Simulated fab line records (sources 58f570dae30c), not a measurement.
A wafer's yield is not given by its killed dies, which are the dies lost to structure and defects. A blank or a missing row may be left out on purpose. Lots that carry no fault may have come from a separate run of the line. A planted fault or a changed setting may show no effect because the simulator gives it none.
fab line records :: flow berkeleyCmos170
record:
  lots: 14
  wafers: 42
  lastDay: 12
route steps=331 shown PVT@123 CONTACT@231 M1@238 V1@257
lots with no fault: from the same line, run without faults
startH: start of the lot's first displayed wafer, in hours after the record's first day :: waitH: hours elapsed since this lot's preceding step :: " unchanged from the row above :: L1.1+2: one row covering several wafers at once :: - no value, or no start was given :: * or withheld: withheld :: < > ~ a bound
route shown NAME@n: names a module that has steps shown in the file, with the first one's number in the route :: usual: mean/standard deviation taken from wafers without a fault :: same: alike in all rows :: chamber/n: place in a boat :: sites: each site's reading :: _std_site: how widely they spread, as a standard deviation :: _edge_site: mean of outer sites minus mean of inner sites :: radiusMm: how far each site lies from the wafer's centre :: mask NAME#n: copy n :: behind: tool/chamber where the wafer was last shaped :: hold: why the lot was held/for how many hours/how that ended :: device: names the non-switching transistor (n, p or np) :: end of line: the same wafers' tests at the end of the route :: step lacking rows: just its recipe :: killed: not the wafer's yield, but the dies lost to structure and defects at the first sort :: map: per-die view of a wafer (x killed, . not killed, _ where there is no die)
set.NAME: the run value of the setting; set.NAME@STEP: its run value at that earlier step :: model.NAME: the simulator's own value behind a step, which no gauge read
the route's steps for a sample of lots (tables are steps, rows are wafers)
services: the hour from which a tool's chamber was out of use, counted from the record's first day as startH (under 0 if before that day), plus the number of hours and why
== steps ==
step: UCB170_PVT_STRIP_08
recipe:
  chemistry: O2
  powerW: 400
  pressureMtorr: 3500
  platenTempC: withheld
  o2FlowSccm: 400
  overashFraction: 0.5
usual:
  drypumpMotorCurrentA: 5.8/0.42
  oesProductAu: 0.735/0.0042
  overashFraction: 0.5/0
  stripTimeToEndpointS: 21.64/0.062
lot.wafer: L659.2
tool: plasmaAsher-01
chamber: 1
startH: 109.82
waitH: 0.1
drypumpMotorCurrentA: 5.8
oesProductAu: 0.735
overashFraction: 0.5
rfHoursCounterH: 33
stripTimeToEndpointS: 21.66

lot.wafer: L659.3
tool: plasmaAsher-01
chamber: 1
startH: 109.82
waitH: 0.1
drypumpMotorCurrentA: 5.8
oesProductAu: 0.729
overashFraction: 0.5
rfHoursCounterH: -
stripTimeToEndpointS: 21.72

lot.wafer: L659.6
tool: plasmaAsher-01
chamber: 0
startH: 109.82
waitH: 0.1
drypumpMotorCurrentA: 6.1
oesProductAu: 0.736
overashFraction: 0.5
rfHoursCounterH: -
stripTimeToEndpointS: 21.68

lot.wafer: L660.2
tool: plasmaAsher-01
chamber: 0
startH: 116.44
waitH: 0.1
drypumpMotorCurrentA: 6.1
oesProductAu: 0.733
overashFraction: 0.5
rfHoursCounterH: 33
stripTimeToEndpointS: 21.76

lot.wafer: L660.4
tool: plasmaAsher-01
chamber: 1
startH: 116.44
waitH: 0.1
drypumpMotorCurrentA: 5.8
oesProductAu: 0.741
overashFraction: 0.5
rfHoursCounterH: -
stripTimeToEndpointS: 21.75

lot.wafer: L660.6
tool: plasmaAsher-01
chamber: 0
startH: 116.44
waitH: 0.1
drypumpMotorCurrentA: 6.1
oesProductAu: 0.744
overashFraction: 0.5
rfHoursCounterH: -
stripTimeToEndpointS: 21.77

lot.wafer: L661.2
tool: plasmaAsher-01
chamber: 0
startH: 116.71
waitH: 0.1
drypumpMotorCurrentA: 6.1
oesProductAu: 0.735
overashFraction: 0.5
rfHoursCounterH: 33
stripTimeToEndpointS: 21.54

lot.wafer: L661.4
tool: plasmaAsher-01
chamber: 0
startH: 116.71
waitH: 0.1
drypumpMotorCurrentA: 6.1
oesProductAu: 0.734
overashFraction: 0.5
rfHoursCounterH: -
stripTimeToEndpointS: 21.55

lot.wafer: L661.5
tool: plasmaAsher-01
chamber: 1
startH: 116.71
waitH: 0.1
drypumpMotorCurrentA: 5.8
oesProductAu: 0.740
overashFraction: 0.5
rfHoursCounterH: -
stripTimeToEndpointS: 21.60

lot.wafer: L663.1
tool: plasmaAsher-04
chamber: 0
startH: 125.97
waitH: 0.1
drypumpMotorCurrentA: 5.0
oesProductAu: 0.732
overashFraction: 0.5
rfHoursCounterH: 42
stripTimeToEndpointS: 21.59

lot.wafer: L663.3
tool: plasmaAsher-04
chamber: 1
startH: 125.97
waitH: 0.1
drypumpMotorCurrentA: 5.4
oesProductAu: 0.741
overashFraction: 0.5
rfHoursCounterH: -
stripTimeToEndpointS: 21.61

lot.wafer: L663.6
tool: plasmaAsher-04
chamber: 1
startH: 125.97
waitH: 0.1
drypumpMotorCurrentA: 5.4
oesProductAu: 0.728
overashFraction: 0.5
rfHoursCounterH: -
stripTimeToEndpointS: 21.59

lot.wafer: L662.1
tool: plasmaAsher-03
chamber: 0
startH: 126.21
waitH: 0.1
drypumpMotorCurrentA: 6.2
oesProductAu: 0.737
overashFraction: 0.5
rfHoursCounterH: 1
stripTimeToEndpointS: 21.66

lot.wafer: L662.4
tool: plasmaAsher-03
chamber: 1
startH: 126.21
waitH: 0.1
drypumpMotorCurrentA: 6.2
oesProductAu: 0.739
overashFraction: 0.5
rfHoursCounterH: -
stripTimeToEndpointS: 21.69

lot.wafer: L662.6
tool: plasmaAsher-03
chamber: 1
startH: 126.21
waitH: 0.1
drypumpMotorCurrentA: 6.1
oesProductAu: 0.729
overashFraction: 0.5
rfHoursCounterH: -
stripTimeToEndpointS: 21.71

lot.wafer: L664.1
tool: plasmaAsher-01
chamber: 1
startH: 142.23
waitH: 0.1
drypumpMotorCurrentA: 5.8
oesProductAu: 0.742
overashFraction: 0.5
rfHoursCounterH: 37
stripTimeToEndpointS: 21.62

lot.wafer: L664.3
tool: plasmaAsher-01
chamber: 0
startH: 142.23
waitH: 0.1
drypumpMotorCurrentA: 6.1
oesProductAu: 0.734
overashFraction: 0.5
rfHoursCounterH: -
stripTimeToEndpointS: 21.64

lot.wafer: L664.5
tool: plasmaAsher-01
chamber: 0
startH: 142.23
waitH: 0.1
drypumpMotorCurrentA: 6.1
oesProductAu: 0.735
overashFraction: 0.5
rfHoursCounterH: -
stripTimeToEndpointS: 21.65

lot.wafer: L666.3
tool: plasmaAsher-03
chamber: 0
startH: 148.89
waitH: 0.1
drypumpMotorCurrentA: 6.2
oesProductAu: 0.738
overashFraction: 0.5
rfHoursCounterH: -
stripTimeToEndpointS: 21.65

lot.wafer: L666.4
tool: plasmaAsher-03
chamber: 1
startH: 148.89
waitH: 0.1
drypumpMotorCurrentA: 6.2
oesProductAu: 0.742
overashFraction: 0.5
rfHoursCounterH: -
stripTimeToEndpointS: 21.65

lot.wafer: L666.6
tool: plasmaAsher-03
chamber: 0
startH: 148.89
waitH: 0.1
drypumpMotorCurrentA: 6.2
oesProductAu: 0.741
overashFraction: 0.5
rfHoursCounterH: -
stripTimeToEndpointS: 21.71

lot.wafer: L668.1
tool: plasmaAsher-04
chamber: 1
startH: 155.99
waitH: 0.1
drypumpMotorCurrentA: 5.4
oesProductAu: 0.732
overashFraction: 0.5
rfHoursCounterH: 44
stripTimeToEndpointS: 21.55

lot.wafer: L668.4
tool: plasmaAsher-04
chamber: 1
startH: 155.99
waitH: 0.1
drypumpMotorCurrentA: 5.4
oesProductAu: 0.733
overashFraction: 0.5
rfHoursCounterH: -
stripTimeToEndpointS: 21.58

lot.wafer: L668.5
tool: plasmaAsher-04
chamber: 1
startH: 155.99
waitH: 0.1
drypumpMotorCurrentA: 5.4
oesProductAu: 0.734
overashFraction: 0.5
rfHoursCounterH: -
stripTimeToEndpointS: 21.59

lot.wafer: L671.3
tool: plasmaAsher-04
chamber: 1
startH: 172.35
waitH: 0.1
drypumpMotorCurrentA: 5.5
oesProductAu: 0.808
overashFraction: 0.3
rfHoursCounterH: -
stripTimeToEndpointS: 21.59

lot.wafer: L671.5
tool: plasmaAsher-04
chamber: 1
startH: 172.35
waitH: 0.1
drypumpMotorCurrentA: 5.4
oesProductAu: 0.816
overashFraction: 0.3
rfHoursCounterH: -
stripTimeToEndpointS: 21.63

lot.wafer: L671.6
tool: plasmaAsher-04
chamber: 0
startH: 172.35
waitH: 0.1
drypumpMotorCurrentA: 5.0
oesProductAu: 0.812
overashFraction: 0.3
rfHoursCounterH: -
stripTimeToEndpointS: 21.57

lot.wafer: L674.1
tool: plasmaAsher-04
chamber: 1
startH: 195.06
waitH: 0.1
drypumpMotorCurrentA: 5.5
oesProductAu: 0.816
overashFraction: 0.3
rfHoursCounterH: 49
stripTimeToEndpointS: 21.74

lot.wafer: L674.4
tool: plasmaAsher-04
chamber: 0
startH: 195.06
waitH: 0.1
drypumpMotorCurrentA: 5.1
oesProductAu: 0.814
overashFraction: 0.3
rfHoursCounterH: -
stripTimeToEndpointS: 21.71

lot.wafer: L674.6
tool: plasmaAsher-04
chamber: 0
startH: 195.06
waitH: 0.1
drypumpMotorCurrentA: 5.0
oesProductAu: 0.808
overashFraction: 0.3
rfHoursCounterH: -
stripTimeToEndpointS: 21.67

lot.wafer: L677.1
tool: plasmaAsher-03
chamber: 0
startH: 206.31
waitH: 0.1
drypumpMotorCurrentA: 6.2
oesProductAu: 0.734
overashFraction: 0.5
rfHoursCounterH: 10
stripTimeToEndpointS: 21.70

lot.wafer: L677.5
tool: plasmaAsher-03
chamber: 0
startH: 206.31
waitH: 0.1
drypumpMotorCurrentA: 6.2
oesProductAu: 0.738
overashFraction: 0.5
rfHoursCounterH: -
stripTimeToEndpointS: 21.64

lot.wafer: L677.6
tool: plasmaAsher-03
chamber: 1
startH: 206.31
waitH: 0.1
drypumpMotorCurrentA: 6.1
oesProductAu: 0.732
overashFraction: 0.5
rfHoursCounterH: -
stripTimeToEndpointS: 21.61

lot.wafer: L676.1
tool: plasmaAsher-01
chamber: 0
startH: 206.46
waitH: 0.1
drypumpMotorCurrentA: 6.1
oesProductAu: 0.740
overashFraction: 0.5
rfHoursCounterH: 44
stripTimeToEndpointS: 21.62

lot.wafer: L676.2
tool: plasmaAsher-01
chamber: 1
startH: 206.46
waitH: 0.1
drypumpMotorCurrentA: 5.8
oesProductAu: 0.739
overashFraction: 0.5
rfHoursCounterH: 44
stripTimeToEndpointS: 21.61

lot.wafer: L676.3
tool: plasmaAsher-01
chamber: 0
startH: 206.46
waitH: 0.1
drypumpMotorCurrentA: 6.1
oesProductAu: 0.739
overashFraction: 0.5
rfHoursCounterH: -
stripTimeToEndpointS: 21.65

lot.wafer: L680.1
tool: plasmaAsher-01
chamber: 1
startH: 216.82
waitH: 0.1
drypumpMotorCurrentA: 5.8
oesProductAu: 0.735
overashFraction: 0.5
rfHoursCounterH: 45
stripTimeToEndpointS: 21.61

lot.wafer: L680.2
tool: plasmaAsher-01
chamber: 0
startH: 216.82
waitH: 0.1
drypumpMotorCurrentA: 6.1
oesProductAu: 0.741
overashFraction: 0.5
rfHoursCounterH: 45
stripTimeToEndpointS: 21.56

lot.wafer: L680.6
tool: plasmaAsher-01
chamber: 1
startH: 216.82
waitH: 0.1
drypumpMotorCurrentA: 5.8
oesProductAu: 0.730
overashFraction: 0.5
rfHoursCounterH: -
stripTimeToEndpointS: 21.58

lot.wafer: L682.1
tool: plasmaAsher-01
chamber: 0
startH: 227.24
waitH: 0.1
drypumpMotorCurrentA: 6.1
oesProductAu: 0.734
overashFraction: 0.5
rfHoursCounterH: 47
stripTimeToEndpointS: 21.66

lot.wafer: L682.2
tool: plasmaAsher-01
chamber: 1
startH: 227.24
waitH: 0.1
drypumpMotorCurrentA: 5.8
oesProductAu: 0.735
overashFraction: 0.5
rfHoursCounterH: 47
stripTimeToEndpointS: 21.66

lot.wafer: L682.5
tool: plasmaAsher-01
chamber: 1
startH: 227.24
waitH: 0.1
drypumpMotorCurrentA: 5.8
oesProductAu: 0.732
overashFraction: 0.5
rfHoursCounterH: -
stripTimeToEndpointS: 21.63
step: UCB170_CONTACT_CD_MEAS_15
recipe:
  targetCdNm: 700
usual:
  cdNm: 699.4/1.3
lot.wafer: L659.2
tool: cdSem-01
chamber: -
startH: 140.97
waitH: -
cdNm: 700.6

lot.wafer: L659.3
tool: cdSem-01
chamber: -
startH: 140.97
waitH: -
cdNm: 701.5

lot.wafer: L659.6
tool: cdSem-01
chamber: -
startH: 140.97
waitH: -
cdNm: 700.4

lot.wafer: L660.2
tool: cdSem-02
chamber: -
startH: 147.25
waitH: -
cdNm: 697.6

lot.wafer: L660.4
tool: cdSem-02
chamber: -
startH: 147.25
waitH: -
cdNm: 697.6

lot.wafer: L660.6
tool: cdSem-02
chamber: -
startH: 147.25
waitH: -
cdNm: 698.6

lot.wafer: L661.2
tool: cdSem-02
chamber: -
startH: 148.12
waitH: -
cdNm: 699.4

lot.wafer: L661.4
tool: cdSem-02
chamber: -
startH: 148.12
waitH: -
cdNm: 698.2

lot.wafer: L661.5
tool: cdSem-02
chamber: -
startH: 148.12
waitH: -
cdNm: 697.7

lot.wafer: L663.1
tool: cdSem-01
chamber: -
startH: 158.04
waitH: -
cdNm: 700.4

lot.wafer: L663.3
tool: cdSem-01
chamber: -
startH: 158.04
waitH: -
cdNm: 699.7

lot.wafer: L663.6
tool: cdSem-01
chamber: -
startH: 158.04
waitH: -
cdNm: 700.3

lot.wafer: L662.1
tool: cdSem-02
chamber: -
startH: 160.24
waitH: -
cdNm: 699.3

lot.wafer: L662.4
tool: cdSem-02
chamber: -
startH: 160.24
waitH: -
cdNm: 700.1

lot.wafer: L662.6
tool: cdSem-02
chamber: -
startH: 160.24
waitH: -
cdNm: 699.9

lot.wafer: L664.1
tool: cdSem-01
chamber: -
startH: 180.19
waitH: -
cdNm: 698.6

lot.wafer: L664.3
tool: cdSem-01
chamber: -
startH: 180.19
waitH: -
cdNm: 698.1

lot.wafer: L664.5
tool: cdSem-01
chamber: -
startH: 180.19
waitH: -
cdNm: 698.2

lot.wafer: L666.3
tool: cdSem-02
chamber: -
startH: 187.09
waitH: -
cdNm: 697.6

lot.wafer: L666.4
tool: cdSem-02
chamber: -
startH: 187.09
waitH: -
cdNm: 698.0

lot.wafer: L666.6
tool: cdSem-02
chamber: -
startH: 187.09
waitH: -
cdNm: 698.0

lot.wafer: L668.1
tool: cdSem-02
chamber: -
startH: 190.73
waitH: -
cdNm: 701.0

lot.wafer: L668.4
tool: cdSem-02
chamber: -
startH: 190.73
waitH: -
cdNm: 702.5

lot.wafer: L668.5
tool: cdSem-02
chamber: -
startH: 190.73
waitH: -
cdNm: 701.7

lot.wafer: L671.3
tool: cdSem-02
chamber: -
startH: 205.63
waitH: -
cdNm: 700.6

lot.wafer: L671.5
tool: cdSem-02
chamber: -
startH: 205.63
waitH: -
cdNm: 699.7

lot.wafer: L671.6
tool: cdSem-02
chamber: -
startH: 205.63
waitH: -
cdNm: 700.6

lot.wafer: L674.1
tool: cdSem-02
chamber: -
startH: 236.20
waitH: -
cdNm: 697.6

lot.wafer: L674.4
tool: cdSem-02
chamber: -
startH: 236.20
waitH: -
cdNm: 700.0

lot.wafer: L674.6
tool: cdSem-02
chamber: -
startH: 236.20
waitH: -
cdNm: 697.1

lot.wafer: L676.1
tool: cdSem-01
chamber: -
startH: 242.29
waitH: -
cdNm: 699.6

lot.wafer: L676.2
tool: cdSem-01
chamber: -
startH: 242.29
waitH: -
cdNm: 698.9

lot.wafer: L676.3
tool: cdSem-01
chamber: -
startH: 242.29
waitH: -
cdNm: 698.5

lot.wafer: L677.1
tool: cdSem-01
chamber: -
startH: 242.56
waitH: -
cdNm: 699.9

lot.wafer: L677.5
tool: cdSem-01
chamber: -
startH: 242.56
waitH: -
cdNm: 699.5

lot.wafer: L677.6
tool: cdSem-01
chamber: -
startH: 242.56
waitH: -
cdNm: 699.8

lot.wafer: L680.1
tool: cdSem-01
chamber: -
startH: 252.42
waitH: -
cdNm: 700.2

lot.wafer: L680.2
tool: cdSem-01
chamber: -
startH: 252.42
waitH: -
cdNm: 698.2

lot.wafer: L680.6
tool: cdSem-01
chamber: -
startH: 252.42
waitH: -
cdNm: 698.2

lot.wafer: L682.1
tool: cdSem-01
chamber: -
startH: 259.46
waitH: -
cdNm: 698.3

lot.wafer: L682.2
tool: cdSem-01
chamber: -
startH: 259.46
waitH: -
cdNm: 699.5

lot.wafer: L682.5
tool: cdSem-01
chamber: -
startH: 259.46
waitH: -
cdNm: 699.5
step: UCB170_M1_SPUTTER_00
recipe:
  material: Al
  targetThkNm: 600
  timeS: 80
  powerW: 6000
  chamberPressurePa: 0.5
usual:
  throttleValvePct: 30.3/0.97
lot.wafer: L659.2
tool: pvdSputter-01
chamber: -
startH: 141.67
waitH: 0.0
throttleValvePct: 30.2

lot.wafer: L659.3
tool: pvdSputter-01
chamber: -
startH: 141.67
waitH: 0.0
throttleValvePct: 31.3

lot.wafer: L659.6
tool: pvdSputter-01
chamber: -
startH: 141.67
waitH: 0.0
throttleValvePct: 31.2

lot.wafer: L660.2
tool: pvdSputter-03
chamber: -
startH: 147.96
waitH: 0.0
throttleValvePct: 31.5

lot.wafer: L660.4
tool: pvdSputter-03
chamber: -
startH: 147.96
waitH: 0.0
throttleValvePct: 29.6

lot.wafer: L660.6
tool: pvdSputter-03
chamber: -
startH: 147.96
waitH: 0.0
throttleValvePct: 29.1

lot.wafer: L661.2
tool: pvdSputter-01
chamber: -
startH: 148.99
waitH: 0.0
throttleValvePct: 31.2

lot.wafer: L661.4
tool: pvdSputter-01
chamber: -
startH: 148.99
waitH: 0.0
throttleValvePct: 30.0

lot.wafer: L661.5
tool: pvdSputter-01
chamber: -
startH: 148.99
waitH: 0.0
throttleValvePct: 29.6

lot.wafer: L663.1
tool: pvdSputter-01
chamber: -
startH: 158.78
waitH: 0.0
throttleValvePct: 31.5

lot.wafer: L663.3
tool: pvdSputter-01
chamber: -
startH: 158.78
waitH: 0.0
throttleValvePct: 30.0

lot.wafer: L663.6
tool: pvdSputter-01
chamber: -
startH: 158.78
waitH: 0.0
throttleValvePct: 31.3

lot.wafer: L662.1
tool: pvdSputter-03
chamber: -
startH: 161.13
waitH: 0.0
throttleValvePct: 31.4

lot.wafer: L662.4
tool: pvdSputter-03
chamber: -
startH: 161.13
waitH: 0.0
throttleValvePct: 29.5

lot.wafer: L662.6
tool: pvdSputter-03
chamber: -
startH: 161.13
waitH: 0.0
throttleValvePct: 29.8

lot.wafer: L664.1
tool: pvdSputter-03
chamber: -
startH: 180.91
waitH: 0.0
throttleValvePct: 29.6

lot.wafer: L664.3
tool: pvdSputter-03
chamber: -
startH: 180.91
waitH: 0.0
throttleValvePct: 31.6

lot.wafer: L664.5
tool: pvdSputter-03
chamber: -
startH: 180.91
waitH: 0.0
throttleValvePct: 31.4

lot.wafer: L666.3
tool: pvdSputter-04
chamber: -
startH: 187.79
waitH: 0.0
throttleValvePct: 29.8

lot.wafer: L666.4
tool: pvdSputter-04
chamber: -
startH: 187.79
waitH: 0.0
throttleValvePct: 30.7

lot.wafer: L666.6
tool: pvdSputter-04
chamber: -
startH: 187.79
waitH: 0.0
throttleValvePct: 30.1

lot.wafer: L668.1
tool: pvdSputter-03
chamber: -
startH: 191.46
waitH: 0.0
throttleValvePct: 31.9

lot.wafer: L668.4
tool: pvdSputter-03
chamber: -
startH: 191.46
waitH: 0.0
throttleValvePct: 29.3

lot.wafer: L668.5
tool: pvdSputter-03
chamber: -
startH: 191.46
waitH: 0.0
throttleValvePct: 32.1

lot.wafer: L671.3
tool: pvdSputter-03
chamber: -
startH: 206.31
waitH: 0.0
throttleValvePct: 31.8

lot.wafer: L671.5
tool: pvdSputter-03
chamber: -
startH: 206.31
waitH: 0.0
throttleValvePct: 29.5

lot.wafer: L671.6
tool: pvdSputter-03
chamber: -
startH: 206.31
waitH: 0.0
throttleValvePct: 29.2

lot.wafer: L674.1
tool: pvdSputter-03
chamber: -
startH: 236.92
waitH: 0.0
throttleValvePct: 29.4

lot.wafer: L674.4
tool: pvdSputter-03
chamber: -
startH: 236.92
waitH: 0.0
throttleValvePct: 31.9

lot.wafer: L674.6
tool: pvdSputter-03
chamber: -
startH: 236.92
waitH: 0.0
throttleValvePct: 31.6

lot.wafer: L676.1
tool: pvdSputter-04
chamber: -
startH: 243.01
waitH: 0.0
throttleValvePct: 28.6

lot.wafer: L676.2
tool: pvdSputter-04
chamber: -
startH: 243.01
waitH: 0.0
throttleValvePct: 30.5

lot.wafer: L676.3
tool: pvdSputter-04
chamber: -
startH: 243.01
waitH: 0.0
throttleValvePct: 29.9

lot.wafer: L677.1
tool: pvdSputter-03
chamber: -
startH: 243.28
waitH: 0.0
throttleValvePct: 31.6

lot.wafer: L677.5
tool: pvdSputter-03
chamber: -
startH: 243.28
waitH: 0.0
throttleValvePct: 29.2

lot.wafer: L677.6
tool: pvdSputter-03
chamber: -
startH: 243.28
waitH: 0.0
throttleValvePct: 29.7

lot.wafer: L680.1
tool: pvdSputter-03
chamber: -
startH: 253.13
waitH: 0.0
throttleValvePct: 31.7

lot.wafer: L680.2
tool: pvdSputter-03
chamber: -
startH: 253.13
waitH: 0.0
throttleValvePct: 29.3

lot.wafer: L680.6
tool: pvdSputter-03
chamber: -
startH: 253.13
waitH: 0.0
throttleValvePct: 29.4

lot.wafer: L682.1
tool: pvdSputter-04
chamber: -
startH: 260.19
waitH: 0.0
throttleValvePct: 30.6

lot.wafer: L682.2
tool: pvdSputter-04
chamber: -
startH: 260.19
waitH: 0.0
throttleValvePct: 30.1

lot.wafer: L682.5
tool: pvdSputter-04
chamber: -
startH: 260.19
waitH: 0.0
throttleValvePct: 30.0
step: UCB170_V1_BOW_MEAS_03
recipe:
  mode: bow
usual:
  V1_BOW: 19/6.3
lot.wafer: L659.2
tool: filmMetro-04
chamber: -
startH: 148.41
waitH: 0.3
V1_BOW[um]: 16

lot.wafer: L659.3
tool: filmMetro-04
chamber: -
startH: 148.41
waitH: 0.3
V1_BOW[um]: 12

lot.wafer: L659.6
tool: filmMetro-04
chamber: -
startH: 148.41
waitH: 0.3
V1_BOW[um]: 15

lot.wafer: L660.2
tool: filmMetro-01
chamber: -
startH: 157.69
waitH: 0.2
V1_BOW[um]: 15

lot.wafer: L660.4
tool: filmMetro-01
chamber: -
startH: 157.69
waitH: 0.2
V1_BOW[um]: 26

lot.wafer: L660.6
tool: filmMetro-01
chamber: -
startH: 157.69
waitH: 0.2
V1_BOW[um]: 27

lot.wafer: L661.2
tool: filmMetro-04
chamber: -
startH: 157.69
waitH: 0.1
V1_BOW[um]: 11

lot.wafer: L661.4
tool: filmMetro-04
chamber: -
startH: 157.69
waitH: 0.1
V1_BOW[um]: 16

lot.wafer: L661.5
tool: filmMetro-04
chamber: -
startH: 157.69
waitH: 0.1
V1_BOW[um]: 19

lot.wafer: L663.1
tool: filmMetro-01
chamber: -
startH: 166.27
waitH: 0.1
V1_BOW[um]: 12

lot.wafer: L663.3
tool: filmMetro-01
chamber: -
startH: 166.27
waitH: 0.1
V1_BOW[um]: 24

lot.wafer: L663.6
tool: filmMetro-01
chamber: -
startH: 166.27
waitH: 0.1
V1_BOW[um]: 15

lot.wafer: L662.1
tool: filmMetro-02
chamber: -
startH: 166.37
waitH: 0.1
V1_BOW[um]: 22

lot.wafer: L662.4
tool: filmMetro-02
chamber: -
startH: 166.37
waitH: 0.1
V1_BOW[um]: 24

lot.wafer: L662.6
tool: filmMetro-02
chamber: -
startH: 166.37
waitH: 0.1
V1_BOW[um]: 23

lot.wafer: L664.1
tool: filmMetro-04
chamber: -
startH: 187.71
waitH: 0.2
V1_BOW[um]: 12

lot.wafer: L664.3
tool: filmMetro-04
chamber: -
startH: 187.71
waitH: 0.2
V1_BOW[um]: 22

lot.wafer: L664.5
tool: filmMetro-04
chamber: -
startH: 187.71
waitH: 0.2
V1_BOW[um]: 14

lot.wafer: L666.3
tool: filmMetro-02
chamber: -
startH: 193.70
waitH: 0.2
V1_BOW[um]: 14

lot.wafer: L666.4
tool: filmMetro-02
chamber: -
startH: 193.70
waitH: 0.2
V1_BOW[um]: 22

lot.wafer: L666.6
tool: filmMetro-02
chamber: -
startH: 193.70
waitH: 0.2
V1_BOW[um]: 8

lot.wafer: L668.1
tool: filmMetro-04
chamber: -
startH: 199.66
waitH: 0.1
V1_BOW[um]: 21

lot.wafer: L668.4
tool: filmMetro-04
chamber: -
startH: 199.66
waitH: 0.1
V1_BOW[um]: 4

lot.wafer: L668.5
tool: filmMetro-04
chamber: -
startH: 199.66
waitH: 0.1
V1_BOW[um]: 17

lot.wafer: L671.3
tool: filmMetro-02
chamber: -
startH: 213.42
waitH: 0.2
V1_BOW[um]: 33

lot.wafer: L671.5
tool: filmMetro-02
chamber: -
startH: 213.42
waitH: 0.2
V1_BOW[um]: 23

lot.wafer: L671.6
tool: filmMetro-02
chamber: -
startH: 213.42
waitH: 0.2
V1_BOW[um]: 21

lot.wafer: L674.1
tool: filmMetro-04
chamber: -
startH: 243.52
waitH: 0.2
V1_BOW[um]: 9

lot.wafer: L674.4
tool: filmMetro-04
chamber: -
startH: 243.52
waitH: 0.2
V1_BOW[um]: 20

lot.wafer: L674.6
tool: filmMetro-04
chamber: -
startH: 243.52
waitH: 0.2
V1_BOW[um]: 17

lot.wafer: L676.1
tool: filmMetro-04
chamber: -
startH: 252.79
waitH: 0.1
V1_BOW[um]: 20

lot.wafer: L676.2
tool: filmMetro-04
chamber: -
startH: 252.79
waitH: 0.1
V1_BOW[um]: 17

lot.wafer: L676.3
tool: filmMetro-04
chamber: -
startH: 252.79
waitH: 0.1
V1_BOW[um]: 21

lot.wafer: L677.1
tool: filmMetro-01
chamber: -
startH: 252.79
waitH: 0.2
V1_BOW[um]: 17

lot.wafer: L677.5
tool: filmMetro-01
chamber: -
startH: 252.79
waitH: 0.2
V1_BOW[um]: 18

lot.wafer: L677.6
tool: filmMetro-01
chamber: -
startH: 252.79
waitH: 0.2
V1_BOW[um]: 27

lot.wafer: L680.1
tool: filmMetro-04
chamber: -
startH: 259.50
waitH: 0.1
V1_BOW[um]: 20

lot.wafer: L680.2
tool: filmMetro-04
chamber: -
startH: 259.50
waitH: 0.1
V1_BOW[um]: 15

lot.wafer: L680.6
tool: filmMetro-04
chamber: -
startH: 259.50
waitH: 0.1
V1_BOW[um]: 24

lot.wafer: L682.1
tool: filmMetro-04
chamber: -
startH: 266.46
waitH: 0.1
V1_BOW[um]: 13

lot.wafer: L682.2
tool: filmMetro-04
chamber: -
startH: 266.46
waitH: 0.1
V1_BOW[um]: 26

lot.wafer: L682.5
tool: filmMetro-04
chamber: -
startH: 266.46
waitH: 0.1
V1_BOW[um]: 12
== services ==
tool: pvdSputter-03
chamber: -
startH: 86.37
hours: 0.5
kind: repair

tool: plasmaAsher-04
chamber: -
startH: 94.13
hours: 15.8
kind: repair

tool: plasmaAsher-03
chamber: -
startH: 108.75
hours: 9.0
kind: pm

tool: plasmaAsher-03
chamber: 0
startH: 108.75
hours: 9.0
kind: ventCycle

tool: plasmaAsher-03
chamber: 1
startH: 108.75
hours: 9.0
kind: ventCycle

tool: plasmaAsher-03
chamber: 0
startH: 117.75
hours: -
kind: clean

tool: plasmaAsher-03
chamber: 1
startH: 117.75
hours: -
kind: clean

tool: pvdSputter-03
chamber: -
startH: 126.38
hours: 0.9
kind: repair

tool: plasmaAsher-04
chamber: -
startH: 136.16
hours: 13.9
kind: pm

tool: pvdSputter-03
chamber: -
startH: 140.76
hours: 1.2
kind: repair

tool: plasmaAsher-03
chamber: -
startH: 195.47
hours: 2.8
kind: pm

tool: plasmaAsher-01
chamber: -
startH: 254.08
hours: 8.2
kind: pm
== key ==
firstSign:
  step: UCB170_PVT_STRIP_08
  reading: overashFraction
  direction: down
  sigmas: 99+
  usual: 0.5
  struck: 0.3
effect:
  step: UCB170_PVT_STRIP_08
  reading: oesProductAu
  direction: up
  sigmas: 18
  usual: 0.735
  struck: 0.812
metAt UCB170_PVT_STRIP_08
struckLots L671,L674
testerLeftOut L671,L674
notActingAt UCB170_CONTACT_CD_MEAS_15,UCB170_M1_SPUTTER_00,UCB170_V1_BOW_MEAS_03
onsetBetween 155.99 172.35
fault:
  kind: processParameterDrift
  tool: plasmaAsher-04
  chamber: -
  onsetH: 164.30
  steps: UCB170_PVT_STRIP_08
  channel: overashFraction
  offset: -0.2
  shape: step
  endH: 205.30
  actsIn: theseRecipesOnly
  stated: 0.5
testerLeftOut: of these lots the tester's yield and bins aren't shown, on N5 and GAA mostly nor the transistor test; their killed dies are dies lost to structure and defects alone, not to doping, threshold or leakage, so they don't give the yield
